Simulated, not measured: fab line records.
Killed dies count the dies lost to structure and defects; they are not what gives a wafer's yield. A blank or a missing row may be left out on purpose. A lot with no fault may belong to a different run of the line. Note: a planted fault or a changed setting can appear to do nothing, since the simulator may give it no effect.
fab line records / flow rit_cmos
[record] lots = 7 wafers = 21 last_day = 7
route steps=202 shown FOX2@25 NWELL@28 PWELL@39
lots that met no fault: from a run of the same line without faults
start_h: the number of hours between the record's first day and the start of the first shown wafer of the lot / wait_h: hours from the lot's prior step to this one / " unchanged from the row above / L1.1+2: a single row standing in for several wafers / - no value, or no start was given / * or withheld: withheld / < > ~ a bound
route shown NAME@n: names a module that has steps shown in the file, with the first one's number in the route / usual: the fault-free wafers' mean and standard deviation / same: alike in all rows / chamber/n: place in a boat / sites: each site's reading / _std_site: how widely they spread, as a standard deviation / _edge_site: inner sites' mean taken away from outer sites' mean / radius_mm: how far each site lies from the wafer's centre / mask NAME#n: copy n / behind: the tool/chamber that last shaped the wafer / hold: why the lot was held/for how many hours/how that ended / device: which transistor (n, p or np) failed to switch / end of line: tests run on the same wafers once the route is complete / a step without rows: its recipe alone / killed: dies that structure and defects cost at the first sort, which is not the same as the wafer's yield / map: a wafer's dies, x killed, . not, _ none there
set.NAME: the setting that was run; set.NAME@STEP: the one run at that earlier step / model.NAME: the simulator's own value behind a step, which no gauge read
a table for each step, a row for each wafer; lots at some steps of the route
services: the hour from which a tool's chamber was out of use, counted from the record's first day as start_h (under 0 if before that day), plus the number of hours and why
[[steps]]
[step RIT_FOX2_CLEAN_02]
[recipe] chemistry = dHF dilution = 50:1 time_s = 180
[step RIT_FOX2_WET_ETCH_03]
[recipe] chemistry = H3PO4 target = Si3N4 target_depth_nm = 195 temp_c = 165 time_s = 2700
[step RIT_FOX2_THK_MEAS_90]
[recipe] reads = SiO2_of_FOX2_OXIDATION_00
[usual] FIELD_OXIDE_LEFT_1_THK = 319/6.4
lot.wafer=L326.1 tool=film_metro-03 chamber=- start_h=59.62 wait_h=0.0 FIELD_OXIDE_LEFT_1_THK[nm]=311
lot.wafer=L326.2 tool=film_metro-03 chamber=- start_h=59.62 wait_h=0.0 FIELD_OXIDE_LEFT_1_THK[nm]=315
lot.wafer=L326.4 tool=film_metro-03 chamber=- start_h=59.62 wait_h=0.0 FIELD_OXIDE_LEFT_1_THK[nm]=312
lot.wafer=L329.1 tool=film_metro-01 chamber=- start_h=75.36 wait_h=0.0 FIELD_OXIDE_LEFT_1_THK[nm]=322
lot.wafer=L329.3 tool=film_metro-01 chamber=- start_h=75.36 wait_h=0.0 FIELD_OXIDE_LEFT_1_THK[nm]=324
lot.wafer=L329.5 tool=film_metro-01 chamber=- start_h=75.36 wait_h=0.0 FIELD_OXIDE_LEFT_1_THK[nm]=321
lot.wafer=L330.2 tool=film_metro-01 chamber=- start_h=79.20 wait_h=0.0 FIELD_OXIDE_LEFT_1_THK[nm]=312
lot.wafer=L330.3 tool=film_metro-01 chamber=- start_h=79.20 wait_h=0.0 FIELD_OXIDE_LEFT_1_THK[nm]=315
lot.wafer=L330.5 tool=film_metro-01 chamber=- start_h=79.20 wait_h=0.0 FIELD_OXIDE_LEFT_1_THK[nm]=312
lot.wafer=L331.1 tool=film_metro-01 chamber=- start_h=84.20 wait_h=0.0 FIELD_OXIDE_LEFT_1_THK[nm]=318
lot.wafer=L331.4 tool=film_metro-01 chamber=- start_h=84.20 wait_h=0.0 FIELD_OXIDE_LEFT_1_THK[nm]=313
lot.wafer=L331.5 tool=film_metro-01 chamber=- start_h=84.20 wait_h=0.0 FIELD_OXIDE_LEFT_1_THK[nm]=310
lot.wafer=L334.1 tool=film_metro-04 chamber=- start_h=99.34 wait_h=0.0 FIELD_OXIDE_LEFT_1_THK[nm]=317
lot.wafer=L334.2 tool=film_metro-04 chamber=- start_h=99.34 wait_h=0.0 FIELD_OXIDE_LEFT_1_THK[nm]=325
lot.wafer=L334.5 tool=film_metro-04 chamber=- start_h=99.34 wait_h=0.0 FIELD_OXIDE_LEFT_1_THK[nm]=325
lot.wafer=L337.4 tool=film_metro-03 chamber=- start_h=114.28 wait_h=0.0 FIELD_OXIDE_LEFT_1_THK[nm]=337
lot.wafer=L337.5 tool=film_metro-03 chamber=- start_h=114.28 wait_h=0.0 FIELD_OXIDE_LEFT_1_THK[nm]=332
lot.wafer=L337.6 tool=film_metro-03 chamber=- start_h=114.28 wait_h=0.0 FIELD_OXIDE_LEFT_1_THK[nm]=336
lot.wafer=L339.2 tool=film_metro-04 chamber=- start_h=124.26 wait_h=0.0 FIELD_OXIDE_LEFT_1_THK[nm]=314
lot.wafer=L339.5 tool=film_metro-04 chamber=- start_h=124.26 wait_h=0.0 FIELD_OXIDE_LEFT_1_THK[nm]=315
lot.wafer=L339.6 tool=film_metro-04 chamber=- start_h=124.26 wait_h=0.0 FIELD_OXIDE_LEFT_1_THK[nm]=313
[step RIT_NWELL_HMDS_00]
[recipe] prime_time_s = 60 prime_temp_c = 140
[step RIT_NWELL_COAT_01]
[recipe] resist = NOVOLAK spin_rpm = 2000 resist_thk_nm = 1300
[step RIT_NWELL_SOFTBAKE_02]
[recipe] resist = NOVOLAK temp_c = 90 time_s = 60
[step RIT_NWELL_EXPOSE_03]
[recipe] mask_id = M2 na = 0.57 target_cd_nm = 43900 dose_mj = 250
[step RIT_NWELL_PEB_04]
[recipe] resist = NOVOLAK temp_c = withheld time_s = withheld
[step RIT_NWELL_DEVELOP_05]
[recipe] resist = NOVOLAK develop_time_s = 68 dev_temp_c = 23
[step RIT_NWELL_OVL_MEAS_06]
[usual] NWELL_OVL = 0.4/1.3
lot.wafer=L326.1 tool=overlay-02 chamber=- start_h=60.56 wait_h=- NWELL_OVL[nm]=-1.5
lot.wafer=L326.2 tool=overlay-02 chamber=- start_h=60.56 wait_h=- NWELL_OVL[nm]=-1.1
lot.wafer=L326.4 tool=overlay-02 chamber=- start_h=60.56 wait_h=- NWELL_OVL[nm]=-1.3
lot.wafer=L329.1 tool=overlay-02 chamber=- start_h=76.30 wait_h=- NWELL_OVL[nm]=-1.8
lot.wafer=L329.3 tool=overlay-02 chamber=- start_h=76.30 wait_h=- NWELL_OVL[nm]=-1.4
lot.wafer=L329.5 tool=overlay-02 chamber=- start_h=76.30 wait_h=- NWELL_OVL[nm]=-2.0
lot.wafer=L330.2 tool=overlay-02 chamber=- start_h=80.26 wait_h=- NWELL_OVL[nm]=0.4
lot.wafer=L330.3 tool=overlay-02 chamber=- start_h=80.26 wait_h=- NWELL_OVL[nm]=2.3
lot.wafer=L330.5 tool=overlay-02 chamber=- start_h=80.26 wait_h=- NWELL_OVL[nm]=1.0
lot.wafer=L331.1 tool=overlay-01 chamber=- start_h=85.14 wait_h=- NWELL_OVL[nm]=1.0
lot.wafer=L331.4 tool=overlay-01 chamber=- start_h=85.14 wait_h=- NWELL_OVL[nm]=0.1
lot.wafer=L331.5 tool=overlay-01 chamber=- start_h=85.14 wait_h=- NWELL_OVL[nm]=-0.1
lot.wafer=L334.1 tool=overlay-01 chamber=- start_h=100.28 wait_h=- NWELL_OVL[nm]=0.6
lot.wafer=L334.2 tool=overlay-01 chamber=- start_h=100.28 wait_h=- NWELL_OVL[nm]=0.7
lot.wafer=L334.5 tool=overlay-01 chamber=- start_h=100.28 wait_h=- NWELL_OVL[nm]=-0.3
lot.wafer=L337.4 tool=overlay-01 chamber=- start_h=115.33 wait_h=- NWELL_OVL[nm]=-1.6
lot.wafer=L337.5 tool=overlay-01 chamber=- start_h=115.33 wait_h=- NWELL_OVL[nm]=-1.7
lot.wafer=L337.6 tool=overlay-01 chamber=- start_h=115.33 wait_h=- NWELL_OVL[nm]=2.9
lot.wafer=L339.2 tool=overlay-02 chamber=- start_h=125.20 wait_h=- NWELL_OVL[nm]=1.8
lot.wafer=L339.5 tool=overlay-02 chamber=- start_h=125.20 wait_h=- NWELL_OVL[nm]=1.1
lot.wafer=L339.6 tool=overlay-02 chamber=- start_h=125.20 wait_h=- NWELL_OVL[nm]=1.1
[step RIT_NWELL_HARDBAKE_07]
[recipe] resist = NOVOLAK temp_c = 140 time_s = 120
[step RIT_NWELL_IMPLANT_08]
[recipe] species = P energy_kev = 170 dose_cm2 = 5e+13 tilt_deg = 7
[step RIT_NWELL_STRIP_09]
[recipe] chemistry = O2 time_s = 180 resist = NOVOLAK platen_temp_c = withheld power_w = 500 pressure_mtorr = 4000 o2_flow_sccm = 4000
[usual] chamber_pressure_mTorr = 4000/3.8 drypump_motor_current_A = 5.9/0.42 time_s = 180/0
lot.wafer=L326.1 tool=plasma_asher-03 chamber=0 start_h=61.00 wait_h=0.1 chamber_pressure_mTorr=4003 drypump_motor_current_A=5.7 rf_hours_counter_h=26 time_s=180 model.NOVOLAK_of_NWELL_COAT_01.thk_nm=0
lot.wafer=L326.2 tool=plasma_asher-03 chamber=1 start_h=61.00 wait_h=0.1 chamber_pressure_mTorr=4001 drypump_motor_current_A=5.7 rf_hours_counter_h=26 time_s=180 model.NOVOLAK_of_NWELL_COAT_01.thk_nm=0
lot.wafer=L326.4 tool=plasma_asher-03 chamber=1 start_h=61.00 wait_h=0.1 chamber_pressure_mTorr=3995 drypump_motor_current_A=5.7 rf_hours_counter_h=- time_s=180 model.NOVOLAK_of_NWELL_COAT_01.thk_nm=0
lot.wafer=L329.1 tool=plasma_asher-01 chamber=0 start_h=76.73 wait_h=0.1 chamber_pressure_mTorr=- drypump_motor_current_A=- rf_hours_counter_h=- time_s=- model.NOVOLAK_of_NWELL_COAT_01.thk_nm=1129
lot.wafer=L329.3 tool=plasma_asher-01 chamber=1 start_h=76.73 wait_h=0.1 chamber_pressure_mTorr=- drypump_motor_current_A=- rf_hours_counter_h=- time_s=- model.NOVOLAK_of_NWELL_COAT_01.thk_nm=1129
lot.wafer=L329.5 tool=plasma_asher-01 chamber=0 start_h=76.73 wait_h=0.1 chamber_pressure_mTorr=- drypump_motor_current_A=- rf_hours_counter_h=- time_s=- model.NOVOLAK_of_NWELL_COAT_01.thk_nm=1132
lot.wafer=L330.2 tool=plasma_asher-04 chamber=1 start_h=80.69 wait_h=0.1 chamber_pressure_mTorr=- drypump_motor_current_A=- rf_hours_counter_h=- time_s=- model.NOVOLAK_of_NWELL_COAT_01.thk_nm=1134
lot.wafer=L330.3 tool=plasma_asher-04 chamber=1 start_h=80.69 wait_h=0.1 chamber_pressure_mTorr=- drypump_motor_current_A=- rf_hours_counter_h=- time_s=- model.NOVOLAK_of_NWELL_COAT_01.thk_nm=1139
lot.wafer=L330.5 tool=plasma_asher-04 chamber=1 start_h=80.69 wait_h=0.1 chamber_pressure_mTorr=- drypump_motor_current_A=- rf_hours_counter_h=- time_s=- model.NOVOLAK_of_NWELL_COAT_01.thk_nm=1135
lot.wafer=L331.1 tool=plasma_asher-03 chamber=1 start_h=85.58 wait_h=0.1 chamber_pressure_mTorr=- drypump_motor_current_A=- rf_hours_counter_h=- time_s=- model.NOVOLAK_of_NWELL_COAT_01.thk_nm=1140
lot.wafer=L331.4 tool=plasma_asher-03 chamber=0 start_h=85.58 wait_h=0.1 chamber_pressure_mTorr=- drypump_motor_current_A=- rf_hours_counter_h=- time_s=- model.NOVOLAK_of_NWELL_COAT_01.thk_nm=1140
lot.wafer=L331.5 tool=plasma_asher-03 chamber=1 start_h=85.58 wait_h=0.1 chamber_pressure_mTorr=- drypump_motor_current_A=- rf_hours_counter_h=- time_s=- model.NOVOLAK_of_NWELL_COAT_01.thk_nm=1139
lot.wafer=L334.1 tool=plasma_asher-04 chamber=1 start_h=100.72 wait_h=0.1 chamber_pressure_mTorr=3995 drypump_motor_current_A=6.1 rf_hours_counter_h=47 time_s=180 model.NOVOLAK_of_NWELL_COAT_01.thk_nm=0
lot.wafer=L334.2 tool=plasma_asher-04 chamber=0 start_h=100.72 wait_h=0.1 chamber_pressure_mTorr=4000 drypump_motor_current_A=6.6 rf_hours_counter_h=47 time_s=180 model.NOVOLAK_of_NWELL_COAT_01.thk_nm=0
lot.wafer=L334.5 tool=plasma_asher-04 chamber=0 start_h=100.72 wait_h=0.1 chamber_pressure_mTorr=3996 drypump_motor_current_A=6.6 rf_hours_counter_h=- time_s=180 model.NOVOLAK_of_NWELL_COAT_01.thk_nm=0
lot.wafer=L337.4 tool=plasma_asher-03 chamber=1 start_h=115.81 wait_h=0.1 chamber_pressure_mTorr=3995 drypump_motor_current_A=5.7 rf_hours_counter_h=- time_s=180 model.NOVOLAK_of_NWELL_COAT_01.thk_nm=0
lot.wafer=L337.5 tool=plasma_asher-03 chamber=0 start_h=115.81 wait_h=0.1 chamber_pressure_mTorr=4006 drypump_motor_current_A=5.7 rf_hours_counter_h=- time_s=180 model.NOVOLAK_of_NWELL_COAT_01.thk_nm=0
lot.wafer=L337.6 tool=plasma_asher-03 chamber=1 start_h=115.81 wait_h=0.1 chamber_pressure_mTorr=3996 drypump_motor_current_A=5.7 rf_hours_counter_h=- time_s=180 model.NOVOLAK_of_NWELL_COAT_01.thk_nm=0
lot.wafer=L339.2 tool=plasma_asher-01 chamber=1 start_h=125.63 wait_h=0.1 chamber_pressure_mTorr=3996 drypump_motor_current_A=5.5 rf_hours_counter_h=48 time_s=180 model.NOVOLAK_of_NWELL_COAT_01.thk_nm=0
lot.wafer=L339.5 tool=plasma_asher-01 chamber=1 start_h=125.63 wait_h=0.1 chamber_pressure_mTorr=4003 drypump_motor_current_A=5.5 rf_hours_counter_h=- time_s=180 model.NOVOLAK_of_NWELL_COAT_01.thk_nm=0
lot.wafer=L339.6 tool=plasma_asher-01 chamber=0 start_h=125.63 wait_h=0.1 chamber_pressure_mTorr=4005 drypump_motor_current_A=5.5 rf_hours_counter_h=- time_s=180 model.NOVOLAK_of_NWELL_COAT_01.thk_nm=0
[step RIT_NWELL_TW_MEAS_10]
[usual] NWELL_TW = 2134/29
lot.wafer=L326.1 tool=film_metro-04 chamber=- start_h=61.18 wait_h=0.1 NWELL_TW=2095
lot.wafer=L326.2 tool=film_metro-04 chamber=- start_h=61.18 wait_h=0.1 NWELL_TW=2092
lot.wafer=L326.4 tool=film_metro-04 chamber=- start_h=61.18 wait_h=0.1 NWELL_TW=2097
lot.wafer=L329.1 tool=film_metro-03 chamber=- start_h=76.91 wait_h=0.1 NWELL_TW=2164
lot.wafer=L329.3 tool=film_metro-03 chamber=- start_h=76.91 wait_h=0.1 NWELL_TW=2151
lot.wafer=L329.5 tool=film_metro-03 chamber=- start_h=76.91 wait_h=0.1 NWELL_TW=2154
lot.wafer=L330.2 tool=film_metro-04 chamber=- start_h=80.88 wait_h=0.1 NWELL_TW=2090
lot.wafer=L330.3 tool=film_metro-04 chamber=- start_h=80.88 wait_h=0.1 NWELL_TW=2093
lot.wafer=L330.5 tool=film_metro-04 chamber=- start_h=80.88 wait_h=0.1 NWELL_TW=2104
lot.wafer=L331.1 tool=film_metro-03 chamber=- start_h=85.75 wait_h=0.1 NWELL_TW=2164
lot.wafer=L331.4 tool=film_metro-03 chamber=- start_h=85.75 wait_h=0.1 NWELL_TW=2163
lot.wafer=L331.5 tool=film_metro-03 chamber=- start_h=85.75 wait_h=0.1 NWELL_TW=2153
lot.wafer=L334.1 tool=film_metro-04 chamber=- start_h=100.89 wait_h=0.1 NWELL_TW=2107
lot.wafer=L334.2 tool=film_metro-04 chamber=- start_h=100.89 wait_h=0.1 NWELL_TW=2116
lot.wafer=L334.5 tool=film_metro-04 chamber=- start_h=100.89 wait_h=0.1 NWELL_TW=2101
lot.wafer=L337.4 tool=film_metro-03 chamber=- start_h=115.96 wait_h=0.1 NWELL_TW=2163
lot.wafer=L337.5 tool=film_metro-03 chamber=- start_h=115.96 wait_h=0.1 NWELL_TW=2151
lot.wafer=L337.6 tool=film_metro-03 chamber=- start_h=115.96 wait_h=0.1 NWELL_TW=2162
lot.wafer=L339.2 tool=film_metro-02 chamber=- start_h=125.81 wait_h=0.1 NWELL_TW=2167
lot.wafer=L339.5 tool=film_metro-02 chamber=- start_h=125.81 wait_h=0.1 NWELL_TW=2158
lot.wafer=L339.6 tool=film_metro-02 chamber=- start_h=125.81 wait_h=0.1 NWELL_TW=2162
[step RIT_PWELL_HMDS_00]
[recipe] prime_time_s = 60 prime_temp_c = 140
[step RIT_PWELL_COAT_01]
[recipe] resist = NOVOLAK spin_rpm = 2000 resist_thk_nm = 1300
[step RIT_PWELL_SOFTBAKE_02]
[recipe] resist = NOVOLAK temp_c = 90 time_s = 60
[step RIT_PWELL_EXPOSE_03]
[recipe] mask_id = M3 na = 0.57 target_cd_nm = 43700 dose_mj = 250
[step RIT_PWELL_PEB_04]
[recipe] resist = NOVOLAK temp_c = withheld time_s = withheld
[step RIT_PWELL_DEVELOP_05]
[recipe] resist = NOVOLAK develop_time_s = 68 dev_temp_c = 23
[step RIT_PWELL_OVL_MEAS_06]
[usual] PWELL_OVL = -0.5/1.2
lot.wafer=L326.1 tool=overlay-01 chamber=- start_h=62.32 wait_h=- PWELL_OVL[nm]=-0.6
lot.wafer=L326.2 tool=overlay-01 chamber=- start_h=62.32 wait_h=- PWELL_OVL[nm]=-0.5
lot.wafer=L326.4 tool=overlay-01 chamber=- start_h=62.32 wait_h=- PWELL_OVL[nm]=-0.5
lot.wafer=L329.1 tool=overlay-02 chamber=- start_h=77.97 wait_h=- PWELL_OVL[nm]=-3.0
lot.wafer=L329.3 tool=overlay-02 chamber=- start_h=77.97 wait_h=- PWELL_OVL[nm]=-2.0
lot.wafer=L329.5 tool=overlay-02 chamber=- start_h=77.97 wait_h=- PWELL_OVL[nm]=-1.1
lot.wafer=L330.2 tool=overlay-02 chamber=- start_h=81.99 wait_h=- PWELL_OVL[nm]=-2.1
lot.wafer=L330.3 tool=overlay-02 chamber=- start_h=81.99 wait_h=- PWELL_OVL[nm]=-0.8
lot.wafer=L330.5 tool=overlay-02 chamber=- start_h=81.99 wait_h=- PWELL_OVL[nm]=-1.1
lot.wafer=L331.1 tool=overlay-02 chamber=- start_h=86.69 wait_h=- PWELL_OVL[nm]=-3.5
lot.wafer=L331.4 tool=overlay-02 chamber=- start_h=86.69 wait_h=- PWELL_OVL[nm]=-2.3
lot.wafer=L331.5 tool=overlay-02 chamber=- start_h=86.69 wait_h=- PWELL_OVL[nm]=-0.7
lot.wafer=L334.1 tool=overlay-02 chamber=- start_h=101.83 wait_h=- PWELL_OVL[nm]=-1.0
lot.wafer=L334.2 tool=overlay-02 chamber=- start_h=101.83 wait_h=- PWELL_OVL[nm]=-0.6
lot.wafer=L334.5 tool=overlay-02 chamber=- start_h=101.83 wait_h=- PWELL_OVL[nm]=0.3
lot.wafer=L337.4 tool=overlay-02 chamber=- start_h=117.07 wait_h=- PWELL_OVL[nm]=-0.4
lot.wafer=L337.5 tool=overlay-02 chamber=- start_h=117.07 wait_h=- PWELL_OVL[nm]=-3.4
lot.wafer=L337.6 tool=overlay-02 chamber=- start_h=117.07 wait_h=- PWELL_OVL[nm]=-2.2
lot.wafer=L339.2 tool=overlay-01 chamber=- start_h=127.00 wait_h=- PWELL_OVL[nm]=2.3
lot.wafer=L339.5 tool=overlay-01 chamber=- start_h=127.00 wait_h=- PWELL_OVL[nm]=1.1
lot.wafer=L339.6 tool=overlay-01 chamber=- start_h=127.00 wait_h=- PWELL_OVL[nm]=1.1
[step RIT_PWELL_HARDBAKE_07]
[recipe] resist = NOVOLAK temp_c = 140 time_s = 120
[step RIT_PWELL_IMPLANT_08]
[recipe] species = B energy_kev = 170 dose_cm2 = 7e+13 tilt_deg = 7
[step RIT_PWELL_STRIP_09]
[recipe] chemistry = O2 time_s = 180 resist = NOVOLAK platen_temp_c = withheld power_w = 500 pressure_mtorr = 4000 o2_flow_sccm = 4000
[usual] chamber_pressure_mTorr = 4000/3.7 drypump_motor_current_A = 6.1/0.35
[same] time_s = 180
lot.wafer=L326.1 tool=plasma_asher-04 chamber=1 start_h=62.76 wait_h=0.1 chamber_pressure_mTorr=3999 drypump_motor_current_A=6.2 rf_hours_counter_h=43
lot.wafer=L326.2 tool=plasma_asher-04 chamber=0 start_h=62.76 wait_h=0.1 chamber_pressure_mTorr=4005 drypump_motor_current_A=6.6 rf_hours_counter_h=43
lot.wafer=L326.4 tool=plasma_asher-04 chamber=0 start_h=62.76 wait_h=0.1 chamber_pressure_mTorr=4001 drypump_motor_current_A=6.6 rf_hours_counter_h=-
lot.wafer=L329.1 tool=plasma_asher-03 chamber=1 start_h=78.41 wait_h=0.1 chamber_pressure_mTorr=3999 drypump_motor_current_A=5.6 rf_hours_counter_h=28
lot.wafer=L329.3 tool=plasma_asher-03 chamber=0 start_h=78.41 wait_h=0.1 chamber_pressure_mTorr=3996 drypump_motor_current_A=5.8 rf_hours_counter_h=-
lot.wafer=L329.5 tool=plasma_asher-03 chamber=1 start_h=78.41 wait_h=0.1 chamber_pressure_mTorr=3997 drypump_motor_current_A=5.7 rf_hours_counter_h=-
lot.wafer=L330.2 tool=plasma_asher-02 chamber=1 start_h=82.42 wait_h=0.1 chamber_pressure_mTorr=4000 drypump_motor_current_A=6.3 rf_hours_counter_h=42
lot.wafer=L330.3 tool=plasma_asher-02 chamber=0 start_h=82.42 wait_h=0.1 chamber_pressure_mTorr=4002 drypump_motor_current_A=6.3 rf_hours_counter_h=-
lot.wafer=L330.5 tool=plasma_asher-02 chamber=1 start_h=82.42 wait_h=0.1 chamber_pressure_mTorr=4001 drypump_motor_current_A=6.3 rf_hours_counter_h=-
lot.wafer=L331.1 tool=plasma_asher-02 chamber=0 start_h=87.20 wait_h=0.1 chamber_pressure_mTorr=3999 drypump_motor_current_A=6.4 rf_hours_counter_h=43
lot.wafer=L331.4 tool=plasma_asher-02 chamber=0 start_h=87.20 wait_h=0.1 chamber_pressure_mTorr=4001 drypump_motor_current_A=6.4 rf_hours_counter_h=-
lot.wafer=L331.5 tool=plasma_asher-02 chamber=1 start_h=87.20 wait_h=0.1 chamber_pressure_mTorr=3996 drypump_motor_current_A=6.3 rf_hours_counter_h=-
lot.wafer=L334.1 tool=plasma_asher-02 chamber=1 start_h=102.27 wait_h=0.1 chamber_pressure_mTorr=3998 drypump_motor_current_A=6.3 rf_hours_counter_h=44
lot.wafer=L334.2 tool=plasma_asher-02 chamber=0 start_h=102.27 wait_h=0.1 chamber_pressure_mTorr=3996 drypump_motor_current_A=6.3 rf_hours_counter_h=44
lot.wafer=L334.5 tool=plasma_asher-02 chamber=0 start_h=102.27 wait_h=0.1 chamber_pressure_mTorr=3997 drypump_motor_current_A=6.3 rf_hours_counter_h=-
lot.wafer=L337.4 tool=plasma_asher-03 chamber=0 start_h=117.55 wait_h=0.1 chamber_pressure_mTorr=4003 drypump_motor_current_A=5.7 rf_hours_counter_h=-
lot.wafer=L337.5 tool=plasma_asher-03 chamber=1 start_h=117.55 wait_h=0.1 chamber_pressure_mTorr=4002 drypump_motor_current_A=5.6 rf_hours_counter_h=-
lot.wafer=L337.6 tool=plasma_asher-03 chamber=0 start_h=117.55 wait_h=0.1 chamber_pressure_mTorr=3996 drypump_motor_current_A=5.7 rf_hours_counter_h=-
lot.wafer=L339.2 tool=plasma_asher-03 chamber=1 start_h=127.43 wait_h=0.1 chamber_pressure_mTorr=4002 drypump_motor_current_A=5.6 rf_hours_counter_h=35
lot.wafer=L339.5 tool=plasma_asher-03 chamber=0 start_h=127.43 wait_h=0.1 chamber_pressure_mTorr=4000 drypump_motor_current_A=5.7 rf_hours_counter_h=-
lot.wafer=L339.6 tool=plasma_asher-03 chamber=1 start_h=127.43 wait_h=0.1 chamber_pressure_mTorr=3995 drypump_motor_current_A=5.6 rf_hours_counter_h=-
[step RIT_PWELL_TW_MEAS_10]
[usual] PWELL_TW = 944/12
lot.wafer=L326.1 tool=film_metro-04 chamber=- start_h=62.93 wait_h=0.1 hold=- PWELL_TW=932
lot.wafer=L326.2 tool=film_metro-04 chamber=- start_h=62.93 wait_h=0.1 hold=- PWELL_TW=938
lot.wafer=L326.4 tool=film_metro-04 chamber=- start_h=62.93 wait_h=0.1 hold=- PWELL_TW=936
lot.wafer=L329.1 tool=film_metro-04 chamber=- start_h=78.58 wait_h=0.1 hold=await_dispo/0.2h/release PWELL_TW=29
lot.wafer=L329.3 tool=film_metro-04 chamber=- start_h=78.58 wait_h=0.1 hold=await_dispo/0.2h/release PWELL_TW=29
lot.wafer=L329.5 tool=film_metro-04 chamber=- start_h=78.58 wait_h=0.1 hold=await_dispo/0.2h/release PWELL_TW=29
lot.wafer=L329.1 tool=film_metro-04 chamber=- start_h=78.81 wait_h=0.2 hold=- PWELL_TW=29
lot.wafer=L329.3 tool=film_metro-04 chamber=- start_h=78.81 wait_h=0.2 hold=- PWELL_TW=29
lot.wafer=L329.5 tool=film_metro-04 chamber=- start_h=78.81 wait_h=0.2 hold=- PWELL_TW=29
lot.wafer=L330.2 tool=film_metro-03 chamber=- start_h=82.61 wait_h=0.1 hold=await_dispo/0.2h/release PWELL_TW=30
lot.wafer=L330.3 tool=film_metro-03 chamber=- start_h=82.61 wait_h=0.1 hold=await_dispo/0.2h/release PWELL_TW=30
lot.wafer=L330.5 tool=film_metro-03 chamber=- start_h=82.61 wait_h=0.1 hold=await_dispo/0.2h/release PWELL_TW=30
lot.wafer=L330.2 tool=film_metro-03 chamber=- start_h=82.83 wait_h=0.2 hold=- PWELL_TW=30
lot.wafer=L330.3 tool=film_metro-03 chamber=- start_h=82.83 wait_h=0.2 hold=- PWELL_TW=30
lot.wafer=L330.5 tool=film_metro-03 chamber=- start_h=82.83 wait_h=0.2 hold=- PWELL_TW=30
lot.wafer=L331.1 tool=film_metro-04 chamber=- start_h=87.37 wait_h=0.1 hold=await_dispo/0.2h/release PWELL_TW=29
lot.wafer=L331.4 tool=film_metro-04 chamber=- start_h=87.37 wait_h=0.1 hold=await_dispo/0.2h/release PWELL_TW=29
lot.wafer=L331.5 tool=film_metro-04 chamber=- start_h=87.37 wait_h=0.1 hold=await_dispo/0.2h/release PWELL_TW=29
lot.wafer=L331.1 tool=film_metro-04 chamber=- start_h=87.60 wait_h=0.2 hold=- PWELL_TW=29
lot.wafer=L331.4 tool=film_metro-04 chamber=- start_h=87.60 wait_h=0.2 hold=- PWELL_TW=29
lot.wafer=L331.5 tool=film_metro-04 chamber=- start_h=87.60 wait_h=0.2 hold=- PWELL_TW=29
lot.wafer=L334.1 tool=film_metro-03 chamber=- start_h=102.44 wait_h=0.1 hold=- PWELL_TW=949
lot.wafer=L334.2 tool=film_metro-03 chamber=- start_h=102.44 wait_h=0.1 hold=- PWELL_TW=951
lot.wafer=L334.5 tool=film_metro-03 chamber=- start_h=102.44 wait_h=0.1 hold=- PWELL_TW=952
lot.wafer=L337.4 tool=film_metro-04 chamber=- start_h=117.70 wait_h=0.1 hold=- PWELL_TW=936
lot.wafer=L337.5 tool=film_metro-04 chamber=- start_h=117.70 wait_h=0.1 hold=- PWELL_TW=933
lot.wafer=L337.6 tool=film_metro-04 chamber=- start_h=117.70 wait_h=0.1 hold=- PWELL_TW=933
lot.wafer=L339.2 tool=film_metro-03 chamber=- start_h=127.61 wait_h=0.1 hold=- PWELL_TW=952
lot.wafer=L339.5 tool=film_metro-03 chamber=- start_h=127.61 wait_h=0.1 hold=- PWELL_TW=953
lot.wafer=L339.6 tool=film_metro-03 chamber=- start_h=127.61 wait_h=0.1 hold=- PWELL_TW=953
[[services]]
tool=plasma_asher-01 chamber=- start_h=106.44 hours=15.6 kind=pm
tool=plasma_asher-04 chamber=- start_h=108.75 hours=9.0 kind=pm
tool=plasma_asher-04 chamber=0 start_h=108.75 hours=9.0 kind=vent_cycle
tool=plasma_asher-04 chamber=1 start_h=108.75 hours=9.0 kind=vent_cycle
tool=plasma_asher-04 chamber=0 start_h=117.75 hours=- kind=clean
tool=plasma_asher-04 chamber=1 start_h=117.75 hours=- kind=clean
[[key]]
[first_sign] step = RIT_NWELL_STRIP_09 reading = tool_record direction = missing
[effect] step = RIT_PWELL_TW_MEAS_10 reading = visit direction = added
[effect] step = RIT_PWELL_TW_MEAS_10 reading = PWELL_TW direction = down sigmas = 77 usual = 944 struck = 30
[model_effect] step = RIT_NWELL_STRIP_09 value = NOVOLAK_of_NWELL_COAT_01.thk_nm without = 0 struck = 1135
met_at RIT_NWELL_STRIP_09
struck_wafers L329.1,L329.3,L329.5,L330.2,L330.3,L330.5,L331.1,L331.4,L331.5
scrapped_behind RIT_PWELL_TW_MEAS_10 L329.1,L329.3,L329.5,L330.2,L330.3,L330.5,L331.1,L331.4,L331.5
onset_between 61.00 76.73
[fault] kind = skipped_step_whole tool = plasma_asher-01,plasma_asher-03,plasma_asher-04 chamber = - onset_h = 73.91 steps = RIT_NWELL_STRIP_09 scope = struck_lots_only
